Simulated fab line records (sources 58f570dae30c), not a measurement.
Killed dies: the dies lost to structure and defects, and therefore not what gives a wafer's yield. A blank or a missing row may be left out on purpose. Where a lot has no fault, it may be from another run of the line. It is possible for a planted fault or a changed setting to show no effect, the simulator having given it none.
2 desks, one fault || flow berkeley cmos170 || only its own numbers are on each desk; what lay behind them is given at the end

FROM THE METROLOGY DESK
What the gauges read, lot by lot, whatever tool the lot ran on: means of the sampled wafers that have a number. The brackets show how far a lot's mean lies from the usual mean; more than 4 standard deviations puts the lot out of limits, marked OUT.
Columns: A = GATE_OXIDE_THK at UCB170_GATE_THK_MEAS_02, usual 6.52 nm; B = cd nm at UCB170_NLDD_CD_MEAS_06, usual 1200.3 nm; C = NLDD_TW at UCB170_NLDD_TW_MEAS_11, usual 2216; D = NLDD_RS at UCB170_SDANNEAL_RS_MEAS_05, usual 616.7 ohm/sq
{"lot": "L609", "first seen here": "day 6 04:25", "A": 6.76, "B": 1200.5, "C": 2195, "D": 617.8}
{"lot": "L610", "first seen here": "day 6 16:38", "A": 6.40, "B": 1198.8, "C": 2222, "D": 618.0}
{"lot": "L613", "first seen here": "day 7 04:22", "A": 6.43, "B": 1199.5, "C": 2197, "D": 617.4}
{"lot": "L612", "first seen here": "day 7 04:22", "A": 6.43, "B": 1201.9, "C": 2225, "D": 618.4}
{"lot": "L614", "first seen here": "day 7 18:59", "A": 6.49, "B": 1202.0, "C": 2186, "D": 616.5}
{"lot": "L615", "first seen here": "day 7 18:59", "A": 6.49, "B": 1201.9, "C": 2234, "D": 617.4}
{"lot": "L616", "first seen here": "day 7 18:59", "A": 6.35, "B": 1199.0, "C": 2194, "D": 613.9}
{"lot": "L619", "first seen here": "day 8 02:15", "A": 6.51, "B": 1201.1, "C": 2224, "D": 616.5}
{"lot": "L617", "first seen here": "day 8 05:29", "A": 6.52, "B": 1200.4, "C": "2304 (+4.9) OUT", "D": "538.4 (-46) OUT"}
{"lot": "L624", "first seen here": "day 9 04:09", "A": 6.55, "B": 1200.4, "C": "2359 (+7.9) OUT", "D": "537.7 (-46) OUT"}
{"lot": "L627", "first seen here": "day 9 04:09", "A": 6.65, "B": 1199.7, "C": 2231, "D": 617.0}
{"lot": "L628", "first seen here": "day 9 21:05", "A": 6.59, "B": 1198.5, "C": 2202, "D": 614.8}
{"lot": "L632", "first seen here": "day 10 05:08", "A": 6.51, "B": 1200.2, "C": 2216, "D": 618.2}
{"lot": "L630", "first seen here": "day 10 05:11", "A": 6.60, "B": 1202.4, "C": 2215, "D": 620.8}
This desk's finding: out of limits on L617, L624; first on L617, day 8 17:35 (NLDD_TW at UCB170_NLDD_TW_MEAS_11). In limits: L609, L610, L613, L612, L614, L615, L616, L619, L627, L628, L632, L630.

TOOL OWNER'S DESK, implanter-04
For each lot that ran on this tool, the mean over its sampled wafers that have a number, from the tool's own readings at UCB170_NLDD_IMPLANT_08. The brackets show how far a lot's mean lies from the usual mean; more than 4 standard deviations puts the lot out of limits, marked OUT.
Columns: A = dose ions cm2 at UCB170_NLDD_IMPLANT_08, usual 4.999e+13; B = end station pressure torr at UCB170_NLDD_IMPLANT_08, usual 5.11e-06 Torr; C = faraday current uA at UCB170_NLDD_IMPLANT_08, usual 158
{"lot": "L609", "first seen here": "day 6 15:28", "A": 5.000e+13, "B": 5.29e-06, "C": 155}
{"lot": "L615", "first seen here": "day 8 08:24", "A": 4.992e+13, "B": 4.91e-06, "C": 157}
{"lot": "L614", "first seen here": "day 8 08:42", "A": 5.003e+13, "B": 4.78e-06, "C": 158}
{"lot": "L619", "first seen here": "day 8 15:23", "A": 4.997e+13, "B": 5.12e-06, "C": 158}
{"lot": "L617", "first seen here": "day 8 17:11", "A": "7.171e+13 (+99 or more) OUT", "B": 5.16e-06, "C": "221 (+19) OUT"}
{"lot": "L624", "first seen here": "day 9 17:31", "A": "7.160e+13 (+99 or more) OUT", "B": 5.20e-06, "C": "229 (+22) OUT"}
This desk's finding: out of limits on L617, L624; first on L617, day 8 17:11 (dose ions cm2 at UCB170_NLDD_IMPLANT_08). In limits: L609, L615, L614, L619.

ALL TOGETHER
An alarm could have come from the tool owner's desk at day 8 17:11, on L617, L624.
An alarm was possible from the metrology desk at day 8 17:35, on L617, L624.
UCB170_NLDD_IMPLANT_08 was run on implanter-04 by each of the lots named.

WHAT HAD BEEN PUT IN BY THE SIMULATOR
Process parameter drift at UCB170_NLDD_IMPLANT_08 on implanter-04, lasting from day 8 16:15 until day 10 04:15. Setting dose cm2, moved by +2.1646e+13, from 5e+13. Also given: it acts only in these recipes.
Shown lots that were struck: L617, L624.
Delay (hours) between the fault's onset and each desk's first out-of-limits reading: 1 at the tool owner's desk, 1 at the metrology desk.
